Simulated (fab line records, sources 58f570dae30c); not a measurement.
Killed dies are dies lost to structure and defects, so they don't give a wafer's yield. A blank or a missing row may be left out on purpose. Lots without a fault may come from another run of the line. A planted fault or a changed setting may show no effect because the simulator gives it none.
Split-lot experiment | flow berkeley_cmos170 | 5 lots, 23 wafers read, on a route of 331 steps

THE SPLIT
At UCB170_PSD_IMPLANT_08, the setting dose_cm2 was moved away from the recipe's 3e+15 on 6 of the 23 wafers read, by -3.4% to +6.9%. The other wafers ran this setting at the recipe's value.

FROM THE SPLIT TO THE READING: what the file shows between them, 10 steps
- UCB170_PSD_STRIP_09: strips in O2
- UCB170_PSD_TW_MEAS_10
- UCB170_NSD_COAT_01: resist thk 900 nm (also split here: spin_rpm)
- UCB170_NSD_SOFTBAKE_02: time 60 s
- UCB170_NSD_EXPOSE_03: exposes mask NSELECT MOD, target cd 1200 nm
- UCB170_NSD_IMPLANT_08
- UCB170_NSD_STRIP_09: strips in O2
- UCB170_NSD_CLEAN_11: cleans in SPM, time 600 s
- UCB170_SDANNEAL_RTA_00: time 10 s
- UCB170_SDANNEAL_RTA_01: time 5 s

THE READING
PSD_RS, in ohm/sq, at UCB170_SDANNEAL_RS_MEAS_02 (measures by four-point-probe). Fault-free wafers of this fab line usually give 75.5 ohm/sq, standard deviation 0.37 ohm/sq.

wafer  | tool, chamber at the split | dose_cm2 as run | against the recipe | PSD_RS, ohm/sq | against lot-mates on the recipe
L076.3 | implanter-02, 0            | 3e+15           | recipe             | 75.3           | -
L076.5 | implanter-02, 0            | 3e+15           | recipe             | 75.0           | -
L076.6 | implanter-02, 0            | 3e+15           | recipe             | 75.3           | -
L077.1 | implanter-04, 0            | 3e+15           | recipe             | 75.3           | -
L077.2 | implanter-04, 0            | 3e+15           | recipe             | 75.1           | -
L077.3 | implanter-04, 0            | 3e+15           | recipe             | 75.3           | -
L077.5 | implanter-04, 0            | 3e+15           | recipe             | 75.2           | -
L077.6 | implanter-04, 0            | 3e+15           | recipe             | 75.1           | -
L078.1 | implanter-04, 0            | 2.899e+15       | -3.4%              | 77.1           | +1.9
L078.3 | implanter-04, 0            | 3e+15           | recipe             | 75.1           | -
L078.4 | implanter-04, 0            | 2.899e+15       | -3.4%              | 77.4           | +2.2
L078.5 | implanter-04, 0            | 3e+15           | recipe             | 75.3           | -
L078.6 | implanter-04, 0            | 2.899e+15       | -3.4%              | 77.2           | +2.0
L080.1 | implanter-02, 0            | 3e+15           | recipe             | 75.6           | -
L080.2 | implanter-02, 0            | 3e+15           | recipe             | 75.9           | -
L080.3 | implanter-02, 0            | 3e+15           | recipe             | 75.9           | -
L080.4 | implanter-02, 0            | 3e+15           | recipe             | 75.9           | -
L080.5 | implanter-02, 0            | 3e+15           | recipe             | 75.9           | -
L083.2 | implanter-03, 0            | 3e+15           | recipe             | 76.0           | -
L083.3 | implanter-03, 0            | 3.208e+15       | +6.9%              | 72.3           | -3.7
L083.4 | implanter-03, 0            | 3.208e+15       | +6.9%              | 72.4           | -3.6
L083.5 | implanter-03, 0            | 3e+15           | recipe             | 76.0           | -
L083.6 | implanter-03, 0            | 3.208e+15       | +6.9%              | 72.2           | -3.8

THE FIT
A straight line over all 23 wafers: PSD_RS changes by -0.473 ohm/sq for each +1% of dose_cm2; r = -0.97; the points scatter about the line by 0.33 ohm/sq.
The same after taking each lot's own level away (the mean of its wafers on the recipe; 23 wafers): -0.549 ohm/sq for each +1%; r = -1.00; scatter 0.13 ohm/sq.
On that fit, the largest move of dose_cm2 shifts the reading by 3.8 ohm/sq.
The lots' own levels span 75.20 to 76.00 ohm/sq, that is 2.2 times the standard deviation above.
So the lot-to-lot level changes the slope: the two fits differ.
Check: with one of the wafers moved furthest among these (+6.9%) left out of the fit, the line predicts -3.8 ohm/sq for it against its lot-mates. It came out at -3.7 ohm/sq against them.

OTHER SPLITS ON THESE WAFERS
These wafers also went through other splits before the reading. Each is held against what the fit with the lots' levels taken away leaves over:
other split on the same wafers    | wafers away from the commonest value | r with PSD_RS (lot level and that fit taken away)
UCB170_NVT_IMPLANT_07 tilt_deg    | 8                                    | +0.19
UCB170_NLDD_COAT_01 resist_thk_nm | 8                                    | -0.33
UCB170_NLDD_EXPOSE_03 dose_mj     | 5                                    | -0.04
UCB170_NSD_COAT_01 spin_rpm       | 10                                   | +0.12

THE WHOLE CHAIN: every reading that the file lists as answering this split, in the file's order
step                       | what it does                 | reading                  | change (the file's fit)              | r (the file's)
UCB170_PSD_STRIP_09        | strips in O2                 | strip_time_to_endpoint_s | withheld for each +1% of the setting | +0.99
UCB170_PSD_TW_MEAS_10      |                              | PSD_TW                   | +7.72 for each +1% of the setting    | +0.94
UCB170_SDANNEAL_RS_MEAS_02 | measures by four-point-probe | PSD_RS                   | -0.543 for each +1% of the setting   | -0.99

THE FILE'S OWN FIT
PSD_RS changes by -0.543 ohm/sq for each +1% of dose_cm2, r = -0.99.
